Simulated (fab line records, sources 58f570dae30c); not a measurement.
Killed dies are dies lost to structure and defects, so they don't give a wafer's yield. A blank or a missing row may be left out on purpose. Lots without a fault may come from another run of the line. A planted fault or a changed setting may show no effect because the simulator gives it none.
Which tool did it? | flow berkeley_cmos170 | 14 lots, 42 wafers sampled, at 2 steps of a route of 331

WHAT THE GAUGES READ, wafer by wafer
The record holds no reading of a measuring or inspecting step that can be judged against a usual standard deviation.

WHICH TOOL RAN EACH LOT (tool, then ch and the chambers of the sampled wafers, then the start)
lot  | UCB170_NWELL_COAT_07             | UCB170_NWELL_STRIP_15
L556 | litho_track-01 ch 0, day 2 08:08 | plasma_asher-03 ch 1, day 2 09:32
L557 | litho_track-01 ch 0, day 2 14:09 | plasma_asher-03 ch 0,1, day 2 15:17
L559 | litho_track-03 ch 0, day 2 20:43 | plasma_asher-03 ch 0,1, day 2 21:40
L560 | litho_track-04 ch 0, day 3 06:42 | plasma_asher-03 ch 0,1, day 3 07:40
L561 | litho_track-01 ch 0, day 3 10:05 | plasma_asher-02 ch 0,1, day 3 11:12
L562 | litho_track-03 ch 0, day 3 15:58 | plasma_asher-02 ch 0, day 3 17:11
L565 | litho_track-01 ch 0, day 4 01:47 | plasma_asher-03 ch 0,1, day 4 03:21
L568 | litho_track-03 ch 0, day 4 18:53 | plasma_asher-02 ch 0,1, day 4 20:14
L569 | litho_track-03 ch 0, day 5 00:20 | plasma_asher-04 ch 0,1, day 5 01:50
L574 | litho_track-01 ch 0, day 6 00:10 | plasma_asher-02 ch 0,1, day 6 01:16
L576 | litho_track-04 ch 0, day 6 09:46 | plasma_asher-02 ch 0,1, day 6 10:43
L577 | litho_track-01 ch 0, day 6 16:09 | plasma_asher-04 ch 0,1, day 6 17:23
L578 | litho_track-01 ch 0, day 6 21:03 | plasma_asher-03 ch 0,1, day 6 22:11
L579 | litho_track-04 ch 0, day 7 08:20 | plasma_asher-03 ch 0,1, day 7 09:25
- UCB170_NWELL_COAT_07: resist thk 900 nm.
- UCB170_NWELL_STRIP_15: strips in O2.

WHAT THE TOOLS THEMSELVES READ (means of the sampled wafers that have a number; where no wafer has one, the mark that the record gives instead)
UCB170_NWELL_COAT_07. Usual: chill_plate_temp_C 23.00 C, standard deviation 0.11; spin_speed_rpm 1500.1 rpm, standard deviation 0.88.
lot  | tool           | chill_plate_temp_C (C) | spin_speed_rpm (rpm) | flag
L556 | litho_track-01 | 23.11                  | 1500.4               |
L557 | litho_track-01 | 22.86                  | 1499.9               |
L559 | litho_track-03 | 23.00                  | 1499.5               |
L560 | litho_track-04 | 23.00                  | 1499.4               |
L561 | litho_track-01 | 23.01                  | 1500.0               |
L562 | litho_track-03 | 23.15                  | 1500.8               |
L565 | litho_track-01 | 23.05                  | 1499.5               |
L568 | litho_track-03 | 23.10                  | 1439.7               | OFF
L569 | litho_track-03 | 23.00                  | 1441.2               | OFF
L574 | litho_track-01 | 22.96                  | 1501.1               |
L576 | litho_track-04 | 22.99                  | 1500.9               |
L577 | litho_track-01 | 22.96                  | 1499.8               |
L578 | litho_track-01 | 23.00                  | 1500.6               |
L579 | litho_track-04 | 22.95                  | 1500.4               |

UCB170_NWELL_STRIP_15. Usual: drypump_motor_current_A 6.0 A, standard deviation 0.36; o2_flow_sccm 400.2 sccm, standard deviation 1.1; oes_product_au 0.721 a.u., standard deviation 0.0043; strip_time_to_endpoint_s 18.04 s, standard deviation 0.085.
lot  | tool            | drypump_motor_current_A (A) | o2_flow_sccm (sccm) | oes_product_au (a.u.) | strip_time_to_endpoint_s (s) | flag
L556 | plasma_asher-03 | 6.3                         | 400.0               | 0.725                 | 17.99                        |
L557 | plasma_asher-03 | 6.2                         | 401.0               | 0.724                 | 17.99                        |
L559 | plasma_asher-03 | 6.2                         | 400.0               | 0.721                 | 18.08                        |
L560 | plasma_asher-03 | 6.2                         | 399.7               | 0.715                 | 18.05                        |
L561 | plasma_asher-02 | 6.0                         | 399.7               | 0.721                 | 18.01                        |
L562 | plasma_asher-02 | 5.5                         | 400.0               | 0.718                 | 18.11                        |
L565 | plasma_asher-03 | 6.2                         | 400.5               | 0.720                 | 18.03                        |
L568 | plasma_asher-02 | 5.7                         | 400.3               | 0.725                 | 18.40                        | OFF
L569 | plasma_asher-04 | 5.9                         | 400.2               | 0.721                 | 18.43                        | OFF
L574 | plasma_asher-02 | 6.0                         | 399.5               | 0.719                 | 18.10                        |
L576 | plasma_asher-02 | 5.9                         | 401.2               | 0.723                 | 17.89                        |
L577 | plasma_asher-04 | 5.5                         | 400.5               | 0.719                 | 18.02                        |
L578 | plasma_asher-03 | 6.2                         | 400.2               | 0.721                 | 18.05                        |
L579 | plasma_asher-03 | 6.2                         | 399.8               | 0.721                 | 17.95                        |

THE ANSWER, worked out from the rows above alone
Rule: a lot is off if the mean of its wafers that have a number lies more than 3 standard deviations from the usual mean. A lot without any number at a reading at which 4 lots or more have one is off too. The other lots that the step has rows for count as sound. The gauges are gone through in route order, then the tools' own readings, and for those a lot's mean is taken as printed above. The first step at which some lot is off is used, and at that step the reading that is off furthest; a lot without a number counts as furthest.
Off: L568, L569, at UCB170_NWELL_COAT_07 (spin_speed_rpm).
A tool fits if, at that step or a process step before it, it ran every lot that is off, and no sound lot after the first of them. One fits: litho_track-03 at UCB170_NWELL_COAT_07. Its last sound lot is L562 (day 3 15:58), its first lot that is off L568 (day 4 18:53): a fault that began between those two fits.
The tool's own readings at UCB170_NWELL_COAT_07 bear it out: on the lots that are off they differ by more than 5 times the standard deviation of the sound lots' means. spin_speed_rpm reads 1440.5 rpm there against 1500.2 rpm on the sound lots.

WHAT THE SIMULATOR HAD PUT IN
Process parameter drift: litho_track-03, from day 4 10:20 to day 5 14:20, at UCB170_NWELL_COAT_07. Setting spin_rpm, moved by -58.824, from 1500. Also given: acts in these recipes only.
Lots struck among those shown: L568, L569. The rule above found the same.
